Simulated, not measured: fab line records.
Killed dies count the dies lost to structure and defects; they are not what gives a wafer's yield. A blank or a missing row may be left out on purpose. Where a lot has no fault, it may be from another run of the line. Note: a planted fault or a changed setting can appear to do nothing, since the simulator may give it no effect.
Struck lot and sound lot, side by side / flow rit-cmos / 17 steps out of a route of 202
Sound: wafers L605.1, L605.4, L605.6. Wafers L614.1, L614.2, L614.6 were the ones struck. The cause comes at the end.
At each step with rows: each side's tool, then ch and its chambers, then its first start. Under that, the readings that differ: sound wafers / struck wafers / difference of the means / sigmas: that difference in standard deviations of wafers without a fault.
alike: words and numbers the same on both sides, and readings whose means are apart by under 2 such deviations; not compared: readings that were withheld, readings missing a value for some wafer, numbers with overlapping values and no deviation given by the record, and bounds like >300 which may hide the same value.
The two part at a step that has a row with sigmas, a row that says differs or no value, or rows on one side only. Numbers that have no deviation but don't overlap get no sigmas and don't part them. Lack of a reading on every wafer of one side parts them only where that side has two or more wafers.

RIT_NWELL_TW_MEAS_10:
  sound on film-metro-02, day 2 10:35; struck on film-metro-03, day 4 05:22
reading=NWELL_TW; sound=2140 2117 2129; struck=2177 2182 2171; difference=+48; sigmas=+2
then, 6 steps without rows for these wafers: RIT_PWELL_HMDS_00 (prime time 60 s); RIT_PWELL_COAT_01 (resist thk 1300 nm); RIT_PWELL_SOFTBAKE_02 (time 60 s); RIT_PWELL_EXPOSE_03 (exposes mask M3, target cd 43700 nm); RIT_PWELL_PEB_04; RIT_PWELL_DEVELOP_05 (develop time 68 s).
RIT_PWELL_OVL_MEAS_06:
  sound on overlay-01, day 2 11:39; struck on overlay-01, day 4 06:18
  alike: PWELL_OVL
then, 2 steps without rows for these wafers: RIT_PWELL_HARDBAKE_07 (time 120 s); RIT_PWELL_IMPLANT_08.
RIT_PWELL_STRIP_09: strips in O2, time 180 s.
  sound on plasma-asher-03 ch 0,1, day 2 12:05; struck on plasma-asher-02 ch 0,1, day 4 06:44
  alike: drypump-motor-current-A
  not compared: rf-hours-counter-h
RIT_PWELL_TW_MEAS_10:
  sound on film-metro-04, day 2 12:16; struck on film-metro-04, day 4 06:55
  alike: PWELL_TW
RIT_WELLDRIVE_ANNEAL_00: time 14700 s.
  sound on furnace-04 ch 0, day 2 13:16; struck on furnace-04 ch 0, day 4 07:08
reading=spike-tc-centre-C (C); sound=1101.3 1100.5 1101.2; struck=1114.8 1116.1 1114.6; difference=+14.2; sigmas=+10
reading=spike-tc-source-C (C); sound=1127.8 1126.9 1129.3; struck=1143.2 1144.2 1144.0; difference=+15.8; sigmas=+11
reading=tube-center-temp-C (C); sound=1099.9 1100.1 1100.1; struck=1115 1115.1 1115; difference=+15; sigmas=+99 or more
reading=tube_center_temp_C_max; sound=1102.2 1102.2 1102.8; struck=1117.9 1117.7 1117.6; difference=+15.3; sigmas=+34
RIT_WELLDRIVE_RS_MEAS_01: measurement is done with a four-point probe.
  sound on film-metro-03, day 2 18:20; struck on film-metro-03, day 4 12:13
reading=NWELL_RS (ohm/sq); sound=274.9 275.4 275.2; struck=259.6 258.9 259.3; difference=-15.9; sigmas=-25
RIT_WELLDRIVE_RS_MEAS_02: measurement is done with a four-point probe.
  sound on film-metro-03, day 2 18:28; struck on film-metro-03, day 4 12:20
reading=PWELL_RS (ohm/sq); sound=431.8 430.6 430.9; struck=412.5 412.0 413.4; difference=-18.5; sigmas=-14
then, 1 step without rows for these wafers: RIT_NRETRO_HMDS_00 (prime time 60 s).
RIT_M1_PROBE_99:
  sound on prober-02, day 4 00:25; struck on prober-01, day 5 16:56
reading=model.etest.nwell-pinched.rs-ohm-sq; sound=335.7 337.6 334.2; struck=307.1 304.4 306.4; difference=-29.9; sigmas=
reading=model.etest.pwell-pinched.rs-ohm-sq; sound=458.4 462.7 453.3; struck=433.5 435.6 434.3; difference=-23.7; sigmas=
reading=model.etest.pwell.rs-ohm-sq; sound=414 413.4 408.2; struck=398.8 398.5 400; difference=-12.8; sigmas=
reading=model.etest.field-n.vt-v (V); sound=34.86 34.64 34.79; struck=31.96 32.38 32.34; difference=-2.54; sigmas=
reading=model.etest.field-p-metal.vt-v (V); sound=-29.09 -29.83 -29.64; struck=-30.43 -30.12 -30.78; difference=-0.92; sigmas=
reading=model.etest.iso-nwell-nwell.bv-v (V); sound=22.13 21.86 22.14; struck=22.81 22.82 22.92; difference=+0.81; sigmas=
reading=model.etest.field-p.vt-v (V); sound=-12.82 -12.79 -12.82; struck=-13.08 -13.17 -13.14; difference=-0.32; sigmas=
reading=model.etest.diode-pplus-nwell.bv-v (V); sound=6.629 6.542 6.535; struck=6.759 6.728 6.747; difference=+0.176; sigmas=
  alike: killed-at-contacts, killed-at-front-end, killed-dies, killed-open, killed-short

WHERE THEY PART
First at RIT_NWELL_TW_MEAS_10; last, within this record, at RIT_WELLDRIVE_RS_MEAS_02. Later steps at which nothing parts them and some readings are alike: RIT_M1_PROBE_99.

WHY: the cause the simulator had injected
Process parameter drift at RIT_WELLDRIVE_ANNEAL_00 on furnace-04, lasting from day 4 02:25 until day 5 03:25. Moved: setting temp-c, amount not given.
